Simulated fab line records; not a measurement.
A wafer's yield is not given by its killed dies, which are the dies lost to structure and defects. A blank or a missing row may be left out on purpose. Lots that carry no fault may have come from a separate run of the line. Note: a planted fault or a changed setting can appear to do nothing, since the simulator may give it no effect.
Split-lot trial + flow rit cmos + 23 wafers read across 5 lots, on a route 202 steps long

THE SPLIT ITSELF
At RIT_ACTIVE_ETCH_13 (etches Si3N4 in SF6, stops on SiO2, time 210 s, target depth 210 nm), the setting pressure mtorr was moved away from the recipe's 260 mTorr on 15 of the 23 wafers read, by -7.4% to +12.9%. For the rest of the wafers, this setting stayed at what the recipe calls for.

FROM THE SPLIT TO THE READING: what the file shows between them, 1 step
- RIT_FOX1_OXIDATION_00: target thk 350.7 nm, ox time 1130 s (also split here: ox time s)

THE READING
FOX1_OXIDE_THK in nanometres, read at RIT_FOX1_THK_MEAS_01. On this fab line, fault-free wafers typically give 349 nm with a standard deviation of 6.1 nm.

| wafer  | tool, chamber at the split | pressure mtorr as run, mTorr | against the recipe | FOX1_OXIDE_THK, nm | against lot-mates on the recipe |
|--------|----------------------------|------------------------------|--------------------|--------------------|---------------------------------|
| L076.1 | rie diel-04, 0             | 260                          | recipe             | 348                | -                               |
| L076.2 | rie diel-04, 1             | 260                          | recipe             | 356                | -                               |
| L076.6 | rie diel-04, 1             | 260                          | recipe             | 352                | -                               |
| L077.2 | rie diel-02, 0             | 293.4                        | +12.8%             | 326                | no lot-mate on the recipe       |
| L077.3 | rie diel-02, 3             | 293.4                        | +12.8%             | 320                | no lot-mate on the recipe       |
| L077.4 | rie diel-02, 1             | 293.4                        | +12.8%             | 320                | no lot-mate on the recipe       |
| L077.5 | rie diel-02, 0             | 293.4                        | +12.8%             | 325                | no lot-mate on the recipe       |
| L077.6 | rie diel-02, 3             | 293.4                        | +12.8%             | 320                | no lot-mate on the recipe       |
| L079.2 | rie diel-03, 2             | 293.6                        | +12.9%             | 333                | no lot-mate on the recipe       |
| L079.3 | rie diel-03, 0             | 293.6                        | +12.9%             | 330                | no lot-mate on the recipe       |
| L079.4 | rie diel-03, 1             | 293.6                        | +12.9%             | 328                | no lot-mate on the recipe       |
| L079.5 | rie diel-03, 0             | 293.6                        | +12.9%             | 334                | no lot-mate on the recipe       |
| L079.6 | rie diel-03, 3             | 293.6                        | +12.9%             | 332                | no lot-mate on the recipe       |
| L080.1 | rie diel-03, 3             | 260                          | recipe             | 354                | -                               |
| L080.2 | rie diel-03, 0             | 260                          | recipe             | 354                | -                               |
| L080.4 | rie diel-03, 2             | 260                          | recipe             | 353                | -                               |
| L080.5 | rie diel-03, 1             | 260                          | recipe             | 352                | -                               |
| L080.6 | rie diel-03, 0             | 260                          | recipe             | 344                | -                               |
| L084.1 | rie diel-02, 1             | 240.8                        | -7.4%              | 360                | no lot-mate on the recipe       |
| L084.2 | rie diel-02, 3             | 240.8                        | -7.4%              | 361                | no lot-mate on the recipe       |
| L084.3 | rie diel-02, 0             | 240.8                        | -7.4%              | 363                | no lot-mate on the recipe       |
| L084.4 | rie diel-02, 2             | 240.8                        | -7.4%              | 366                | no lot-mate on the recipe       |
| L084.5 | rie diel-02, 0             | 240.8                        | -7.4%              | 362                | no lot-mate on the recipe       |

FIT RESULTS
A straight line over all 23 wafers: FOX1_OXIDE_THK changes by -1.8 nm for each +1% of pressure mtorr; r = -0.96; the points scatter about the line by 4.5 nm.
Too few moved wafers have a lot-mate on the recipe to fit a line with each lot's own level taken away.

THE WHOLE CHAIN: every reading that the file lists as answering this split, in the file's order
| step                  | what it does                        | reading                                                                           | change (the file's fit)              | r (the file's) |
|-----------------------|-------------------------------------|-----------------------------------------------------------------------------------|--------------------------------------|----------------|
| RIT_FOX1_OXIDATION_00 | target thk 350.7 nm, ox time 1130 s | SiO2_of_FOX1_OXIDATION_00.thk nm (the simulator's own value, which no gauge read) | -1.79 nm for each +1% of the setting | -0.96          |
| RIT_FOX1_THK_MEAS_01  |                                     | FOX1_OXIDE_THK                                                                    | -1.79 for each +1% of the setting    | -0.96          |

THE FILE'S OWN FIT
FOX1_OXIDE_THK changes by -1.79 nm for each +1% of pressure mtorr, r = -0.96.
